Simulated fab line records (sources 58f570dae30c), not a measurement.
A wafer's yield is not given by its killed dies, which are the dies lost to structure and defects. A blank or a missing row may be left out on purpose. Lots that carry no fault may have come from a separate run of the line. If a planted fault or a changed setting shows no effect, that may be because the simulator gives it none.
2 desks, one fault -- flow berkeley_cmos170 -- numbers are kept per desk, each desk with only its own; the story behind them comes last

== THE METROLOGY DESK ==
What the gauges read for every lot (on any tool): the sampled wafers with a number, averaged. Any lot whose mean is over 4 standard deviations away from the usual mean is out of limits and marked OUT; that distance is given in the brackets.
Columns: A = M1_AL_RS at UCB170_M1_RS_MEAS_01, usual 0.0484 ohm/sq; B = M1_AL_THK at UCB170_M1_THK_MEAS_02, usual 601 nm; C = cd_nm at UCB170_M1_CD_MEAS_09, usual 700.0 nm; D = M1_OVL at UCB170_M1_OVL_MEAS_10, usual 1 nm
lot,first seen here,A,B,C,D
L787,day 6 17:27,0.0491,599,700.6,3
L789,day 7 03:02,0.0475,613,700.5,4
L802,day 10 18:08,0.0479,607,696.5,-3
L804,day 11 01:01,0.0484,594,699.8,-3
L808,day 11 18:53,0.0487,600,699.7,2
L809,day 11 19:07,0.0478,604,699.4,3
Finding of this desk: none of the 6 lots has anything out of limits.

== AT THE TOOL OWNER'S DESK: rie_metal-04 ==
The tool's own readings at UCB170_M1_METAL_ETCH_12 (etches Al in Cl2/BCl3, stops on PSG, target depth 780 nm, time 130 s): means of the sampled wafers that have a number, for each lot that ran on this tool. Any lot whose mean is over 4 standard deviations away from the usual mean is out of limits and marked OUT; that distance is given in the brackets.
Columns: A = drypump_motor_current_A at UCB170_M1_METAL_ETCH_12, usual 5.6 A; B = oes_product_au at UCB170_M1_METAL_ETCH_12, usual 0.863 a.u.; C = throttle_valve_pct at UCB170_M1_METAL_ETCH_12, usual 24.38 %
lot,first seen here,A,B,C
L787,day 6 19:08,5.4,0.851,24.38
L802,day 10 19:28,5.4,0.863,24.37
L804,day 11 02:20,5.4,0.858,24.37
Finding of this desk: none of the 3 lots has anything out of limits.

== TAKEN TOGETHER ==
From the metrology desk's view, nothing was out of limits.
The tool owner's desk saw nothing out of limits.

== WHAT THE SIMULATOR HAD PUT IN ==
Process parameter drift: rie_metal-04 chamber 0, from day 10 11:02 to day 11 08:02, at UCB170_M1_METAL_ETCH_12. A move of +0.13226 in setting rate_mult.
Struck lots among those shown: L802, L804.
